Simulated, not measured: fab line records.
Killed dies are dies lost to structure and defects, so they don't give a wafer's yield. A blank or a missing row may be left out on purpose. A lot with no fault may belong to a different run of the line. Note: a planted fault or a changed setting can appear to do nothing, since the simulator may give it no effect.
Split-lot trial -- flow berkeley-cmos170 -- 23 wafers read across 5 lots, on a route 331 steps long

== THE SPLIT ==
At UCB170_NLDD_IMPLANT_09, the setting dose-cm2 was moved away from the recipe's 5e+13 on 5 of the 23 wafers read, by -4.2% to +4.3%. For the rest of the wafers, this setting stayed at what the recipe calls for.

== FROM THE SPLIT TO THE READING: what the file shows between them, 3 steps ==
- UCB170_BACKSIDE_HMDS_00: prime time 60 s (also split here: prime-time-s)
- UCB170_BACKSIDE_COAT_01: resist thk 900 nm
- UCB170_BACKSIDE_SOFTBAKE_02: time 60 s

== THE READING ==
At UCB170_SDANNEAL_RS_MEAS_05, a four-point-probe measurement gives NLDD_RS in ohm/sq. Fault-free wafers of this fab line usually give 615.3 ohm/sq, standard deviation 1.7 ohm/sq.

wafer,"tool, chamber at the split",dose-cm2 as run,against the recipe,"NLDD_RS, ohm/sq",against lot-mates on the recipe
L076.1,"implanter-02, 0",4.791e+13,-4.2%,629.2,+10.0
L076.2,"implanter-02, 0",4.791e+13,-4.2%,626.8,+7.6
L076.4,"implanter-02, 0",5e+13,recipe,619.1,-
L076.5,"implanter-02, 0",4.791e+13,-4.2%,626.8,+7.6
L076.6,"implanter-02, 0",5e+13,recipe,619.3,-
L078.1,"implanter-02, 0",5e+13,recipe,615.6,-
L078.3,"implanter-02, 0",5e+13,recipe,616.1,-
L078.5,"implanter-02, 0",5e+13,recipe,615.7,-
L080.1,"implanter-03, 0",5e+13,recipe,615.1,-
L080.2,"implanter-03, 0",5.217e+13,+4.3%,605.5,-9.5
L080.3,"implanter-03, 0",5.217e+13,+4.3%,606.5,-8.5
L080.4,"implanter-03, 0",5e+13,recipe,614.0,-
L080.5,"implanter-03, 0",5e+13,recipe,615.8,-
L084.1,"implanter-03, 0",5e+13,recipe,615.0,-
L084.2,"implanter-03, 0",5e+13,recipe,613.6,-
L084.4,"implanter-03, 0",5e+13,recipe,612.5,-
L084.5,"implanter-03, 0",5e+13,recipe,612.7,-
L084.6,"implanter-03, 0",5e+13,recipe,613.8,-
L082.1,"implanter-01, 0",5e+13,recipe,610.5,-
L082.2,"implanter-01, 0",5e+13,recipe,612.1,-
L082.4,"implanter-01, 0",5e+13,recipe,612.2,-
L082.5,"implanter-01, 0",5e+13,recipe,611.1,-
L082.6,"implanter-01, 0",5e+13,recipe,612.0,-

THE FIT
A straight line over all 23 wafers: NLDD_RS changes by -2.63 ohm/sq for each +1% of dose-cm2; r = -0.90; the points scatter about the line by 2.6 ohm/sq.
The same after taking each lot's own level away (the mean of its wafers on the recipe; 23 wafers): -2.03 ohm/sq for each +1%; r = -0.98; scatter 0.77 ohm/sq.
According to that fit, moving dose-cm2 by its largest amount changes the reading by 8.8 ohm/sq.
Measured against the standard deviation above, the lots' own levels, which go from 611.58 to 619.20 ohm/sq, span 4.5 times it.
In other words, the slope is changed by the lot-to-lot level; the two fits disagree.
Check: with one of the wafers moved furthest among these (+4.3%) left out of the fit, the line predicts -8.63 ohm/sq for it against its lot-mates. It came out at -9.47 ohm/sq against them.

== THESE WAFERS: OTHER SPLITS ==
Note: prior to the reading, these wafers also went through further splits. Each is held against what the fit with the lots' levels taken away leaves over:
other split on the same wafers,wafers away from the commonest value,r with NLDD_RS (lot level and that fit taken away)
UCB170_PWELL_CVD_05 sih2cl2-flow-sccm,10,+0.01
UCB170_ACTIVE_COAT_08 spin-rpm,6,-0.14
UCB170_ACTIVE_PEB_11 peb-temp-c,7,+0.29
UCB170_FIELD_OXIDATION_01 ox-time-s,15,-0.01
UCB170_GATE_EXPOSE_09 dose-mj,6,-0.03
UCB170_GATE_ETCH_14 bias-w,10,+0.40
UCB170_BACKSIDE_HMDS_00 prime-time-s,4,-0.23

== THE FILE'S OWN FIT ==
NLDD_RS changes by -2.04 ohm/sq for each +1% of dose-cm2, r = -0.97.
